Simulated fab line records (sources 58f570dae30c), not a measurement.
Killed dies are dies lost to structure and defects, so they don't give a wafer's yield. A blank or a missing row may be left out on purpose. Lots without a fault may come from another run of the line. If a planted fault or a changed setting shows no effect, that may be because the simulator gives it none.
8D (eight disciplines) problem report, filled in by code / flow berkeley cmos170 / the parts of the form that need people (team, actions taken, sign-off) are left out

1. WHAT WENT WRONG
At UCB170_SPACER_CVD_00, rf fwd power W averages 478.6 W over 2 wafers from 2 lots, while fault-free wafers read 545.9 W, standard deviation 2.5. That is -27 standard deviations from the usual mean.
The step: deposits SiO2 from TEOS/O2, target thk 376 nm, time 47 s.
Earliest sighting: wafer L376.3 on pecvd-02 at day 10 03:24. At this step, 18 wafers from 6 lots have a number in the record. By rule, "out" or "out of limits" means more than 4 standard deviations away from the usual mean. Any other wafer with a number is counted as sound.

2. WHAT IT IS, WHAT IT ISN'T
question=which readings at this step | is=rf fwd power W | is not=heater power w
question=which lots | is=L376, L378 | is not=L364, L367, L383, L386
question=which wafers of those lots | is=L376.3, L378.6 | is not=L376.4, L376.5, L378.2, L378.3
question=read on which tools | is=pecvd-02 | is not=pecvd-01, pecvd-04
question=when | is=from day 10 03:24 | is not=up to then (8 sound wafers); but 8 sound wafers of L378, L383, L386 came after

3. SUSPECTS, AND WHAT RULES EACH OUT
Counting: any tool at a process step up to the reading remains a suspect provided it ran every lot that is out. Sound lots after the first of them don't rule it out here, since some wafers of a struck lot are sound.
- pecvd-02 at UCB170_SPACER_CVD_00 (deposits SiO2 from TEOS/O2, target thk 376 nm, time 47 s): kept. Ran every lot that is out, first one L376 (day 10 03:24); last sound lot up to then L364 (day 8 00:35). Out on those wafers are its own readings of rf fwd power W.
- In pecvd-02 at UCB170_SPACER_CVD_00, the wafers that are out were processed in chamber 1 and their sound lot-mates in chambers 0, 2.
The count leaves pecvd-02 at UCB170_SPACER_CVD_00.

4. THE CAUSE (what the simulator had put in)
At UCB170_SPACER_CVD_00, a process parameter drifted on pecvd-02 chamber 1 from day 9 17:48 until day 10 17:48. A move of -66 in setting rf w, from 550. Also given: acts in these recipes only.
This tool alone remained once counting was done.

5. SEQUENCE OF EFFECTS, ordered by route
Rows list readings where the struck wafers' mean (over those with a number) sits beyond 3 standard deviations from the usual. Scope: only readings with a usual standard deviation given in the record; hours: median across lots of the time from each lot's start at the first step in this table that gives one to its start at this step; sigmas: change in usual standard deviations.
hours=0; step=UCB170_SPACER_CVD_00; reading=rf fwd power W; usual=545.9 W; on struck wafers=478.6; change=-67.2; sigmas=-27
The process steps in it:
- UCB170_SPACER_CVD_00: deposits SiO2 from TEOS/O2, target thk 376 nm, time 47 s.
Later measuring or inspecting steps at which every struck wafer that the step has a row for has a number for every such reading, and none has moved that far: UCB170_SPACER_THK_MEAS_01.

6. HOW IT WOULD HAVE BEEN CAUGHT EARLIER
In this record no reading fell out of limits until day 10 03:24, 10 hours after the fault had begun at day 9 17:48.
